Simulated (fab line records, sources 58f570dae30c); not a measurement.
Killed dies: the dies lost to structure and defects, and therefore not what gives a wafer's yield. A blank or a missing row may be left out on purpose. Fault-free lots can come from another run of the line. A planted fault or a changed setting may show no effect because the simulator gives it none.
Split-lot study || flow berkeley_cmos170 || on a route of 331 steps: 5 lots, 23 wafers read

THE SPLIT ITSELF
At UCB170_NWELL_IMPLANT_14, the setting energy_kev was moved away from the recipe's 150 on 4 of the 23 wafers read, by +2.2% to +3.9%. The other wafers ran this setting at the recipe's value.

The reading is taken at the split's own step.

THE READING
In nm, at UCB170_NWELL_IMPLANT_14: implant.drp_nm, which is the simulator's own figure and was read by no gauge. There is no usual value for it anywhere in the file.

{"wafer": "L074.1", "tool, chamber at the split": "implanter-02, 0", "energy_kev as run": 150, "against the recipe": "recipe", "implant.drp_nm, nm": 62.72, "against lot-mates on the recipe": "-"}
{"wafer": "L074.5", "tool, chamber at the split": "implanter-02, 0", "energy_kev as run": 150, "against the recipe": "recipe", "implant.drp_nm, nm": 62.72, "against lot-mates on the recipe": "-"}
{"wafer": "L074.6", "tool, chamber at the split": "implanter-02, 0", "energy_kev as run": 150, "against the recipe": "recipe", "implant.drp_nm, nm": 62.72, "against lot-mates on the recipe": "-"}
{"wafer": "L076.1", "tool, chamber at the split": "implanter-04, 0", "energy_kev as run": 150, "against the recipe": "recipe", "implant.drp_nm, nm": 62.72, "against lot-mates on the recipe": "-"}
{"wafer": "L076.2", "tool, chamber at the split": "implanter-04, 0", "energy_kev as run": 150, "against the recipe": "recipe", "implant.drp_nm, nm": 62.72, "against lot-mates on the recipe": "-"}
{"wafer": "L076.3", "tool, chamber at the split": "implanter-04, 0", "energy_kev as run": 150, "against the recipe": "recipe", "implant.drp_nm, nm": 62.72, "against lot-mates on the recipe": "-"}
{"wafer": "L076.4", "tool, chamber at the split": "implanter-04, 0", "energy_kev as run": 150, "against the recipe": "recipe", "implant.drp_nm, nm": 62.72, "against lot-mates on the recipe": "-"}
{"wafer": "L076.6", "tool, chamber at the split": "implanter-04, 0", "energy_kev as run": 150, "against the recipe": "recipe", "implant.drp_nm, nm": 62.72, "against lot-mates on the recipe": "-"}
{"wafer": "L077.2", "tool, chamber at the split": "implanter-01, 0", "energy_kev as run": 150, "against the recipe": "recipe", "implant.drp_nm, nm": 62.72, "against lot-mates on the recipe": "-"}
{"wafer": "L077.3", "tool, chamber at the split": "implanter-01, 0", "energy_kev as run": 150, "against the recipe": "recipe", "implant.drp_nm, nm": 62.72, "against lot-mates on the recipe": "-"}
{"wafer": "L077.5", "tool, chamber at the split": "implanter-01, 0", "energy_kev as run": 150, "against the recipe": "recipe", "implant.drp_nm, nm": 62.72, "against lot-mates on the recipe": "-"}
{"wafer": "L077.4", "tool, chamber at the split": "implanter-01, 0", "energy_kev as run": 153.3, "against the recipe": "+2.2%", "implant.drp_nm, nm": 63.76, "against lot-mates on the recipe": "+1.04"}
{"wafer": "L077.6", "tool, chamber at the split": "implanter-01, 0", "energy_kev as run": 153.3, "against the recipe": "+2.2%", "implant.drp_nm, nm": 63.76, "against lot-mates on the recipe": "+1.04"}
{"wafer": "L081.1", "tool, chamber at the split": "implanter-02, 0", "energy_kev as run": 150, "against the recipe": "recipe", "implant.drp_nm, nm": 62.72, "against lot-mates on the recipe": "-"}
{"wafer": "L081.2", "tool, chamber at the split": "implanter-02, 0", "energy_kev as run": 150, "against the recipe": "recipe", "implant.drp_nm, nm": 62.72, "against lot-mates on the recipe": "-"}
{"wafer": "L081.3", "tool, chamber at the split": "implanter-02, 0", "energy_kev as run": 150, "against the recipe": "recipe", "implant.drp_nm, nm": 62.72, "against lot-mates on the recipe": "-"}
{"wafer": "L081.5", "tool, chamber at the split": "implanter-02, 0", "energy_kev as run": 150, "against the recipe": "recipe", "implant.drp_nm, nm": 62.72, "against lot-mates on the recipe": "-"}
{"wafer": "L081.6", "tool, chamber at the split": "implanter-02, 0", "energy_kev as run": 150, "against the recipe": "recipe", "implant.drp_nm, nm": 62.72, "against lot-mates on the recipe": "-"}
{"wafer": "L084.1", "tool, chamber at the split": "implanter-04, 0", "energy_kev as run": 155.8, "against the recipe": "+3.9%", "implant.drp_nm, nm": 64.54, "against lot-mates on the recipe": "+1.82"}
{"wafer": "L084.3", "tool, chamber at the split": "implanter-04, 0", "energy_kev as run": 155.8, "against the recipe": "+3.9%", "implant.drp_nm, nm": 64.54, "against lot-mates on the recipe": "+1.82"}
{"wafer": "L084.4", "tool, chamber at the split": "implanter-04, 0", "energy_kev as run": 150, "against the recipe": "recipe", "implant.drp_nm, nm": 62.72, "against lot-mates on the recipe": "-"}
{"wafer": "L084.5", "tool, chamber at the split": "implanter-04, 0", "energy_kev as run": 150, "against the recipe": "recipe", "implant.drp_nm, nm": 62.72, "against lot-mates on the recipe": "-"}
{"wafer": "L084.6", "tool, chamber at the split": "implanter-04, 0", "energy_kev as run": 150, "against the recipe": "recipe", "implant.drp_nm, nm": 62.72, "against lot-mates on the recipe": "-"}

THE FIT
A straight line over all 23 wafers: implant.drp_nm changes by +0.471 nm for each +1% of energy_kev; r = +1.00; the points scatter about the line by 0.0012 nm.
The same after taking each lot's own level away (the mean of its wafers on the recipe; 23 wafers): +0.471 nm for each +1%; r = +1.00; scatter 0.0012 nm.
The reading moves by 1.8 nm for the largest change in energy_kev, on that fit.
The lots' own levels span 62.720 to 62.720 nm.
Consequently the slope shifts little with the lot-to-lot level, the two slopes agreeing.
Check: +1.82 nm against its lot-mates is what the line predicts for one of the wafers moved furthest among these (+3.9%) when that wafer is left out of the fit. Against them it came out at +1.82 nm.

OTHER SPLITS APPLIED TO THESE WAFERS
Other splits were also applied to these wafers ahead of the reading. Each is held against what the fit with the lots' levels taken away leaves over:
{"other split on the same wafers": "UCB170_ZERO_STRIP_07 o2_flow_sccm", "wafers away from the commonest value": 8, "r with implant.drp_nm (lot level and that fit taken away)": "+0.32"}
{"other split on the same wafers": "UCB170_NWELL_PEB_10 peb_temp_c", "wafers away from the commonest value": 9, "r with implant.drp_nm (lot level and that fit taken away)": -0.17}

THE WHOLE CHAIN: every reading that the file lists as answering this split, in the file's order
{"step": "UCB170_NWELL_IMPLANT_14", "what it does": "", "reading": "implant.rp_nm (the simulator's own value, which no gauge read)", "change (the file's fit)": "+1.99 nm for each +1% of the setting", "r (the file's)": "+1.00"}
{"step": "UCB170_NWELL_IMPLANT_14", "what it does": "", "reading": "implant.drp_nm (the simulator's own value, which no gauge read)", "change (the file's fit)": "+0.47 nm for each +1% of the setting", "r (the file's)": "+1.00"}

FILE'S OWN FIT
implant.drp_nm changes by +0.47 nm for each +1% of energy_kev, r = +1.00.
